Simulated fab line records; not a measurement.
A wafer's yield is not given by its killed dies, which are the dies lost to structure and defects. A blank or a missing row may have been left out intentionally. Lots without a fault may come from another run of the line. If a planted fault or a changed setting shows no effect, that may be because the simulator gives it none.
Which of the tools did it? / flow berkeley cmos170 / route of 331 steps, sampled at 1 step: 6 lots, 18 wafers

## WHAT THE GAUGES READ, wafer by wafer
UCB170_CONTACT_OVL_MEAS_16.
lot=L740; measured=day 8 19:41; on=overlay-02; CONTACT_OVL (nm)=-3 -1 -1
lot=L741; measured=day 9 03:46; on=overlay-02; CONTACT_OVL (nm)=-16 -4 -7
lot=L746; measured=day 10 11:19; on=overlay-01; CONTACT_OVL (nm)=0 -3 -1
lot=L748; measured=day 10 19:37; on=overlay-02; CONTACT_OVL (nm)=6 3 0
lot=L754; measured=day 11 14:04; on=overlay-01; CONTACT_OVL (nm)=-13 6 -2
lot=L760; measured=day 12 19:13; on=overlay-02; CONTACT_OVL (nm)=-5 -10 -18

## TOOL THAT RAN EACH LOT (tool first, then ch and the chambers of the sampled wafers, then the start)
Before these readings, the record contains no process step.

## THE ANSWER, worked out from the rows above alone
Rule: what is usual is taken from the lots themselves. Put in order of their means at a reading, lots are off if they are a third of the lots or fewer, leave a main group of 4 or more, and stand apart from it by a gap of 3 or more times the standard deviation of the main group's means; of several such gaps the widest counts. A main group whose means are all the same, to the digits that the tables above print for the reading, isn't used. A lot without any number at a reading at which 4 lots or more have one is off too. Any other lot the step has rows for is counted as sound.
No lot is off at any reading shown: from this, nothing can be told.

## WHAT THE SIMULATOR HAD INSERTED
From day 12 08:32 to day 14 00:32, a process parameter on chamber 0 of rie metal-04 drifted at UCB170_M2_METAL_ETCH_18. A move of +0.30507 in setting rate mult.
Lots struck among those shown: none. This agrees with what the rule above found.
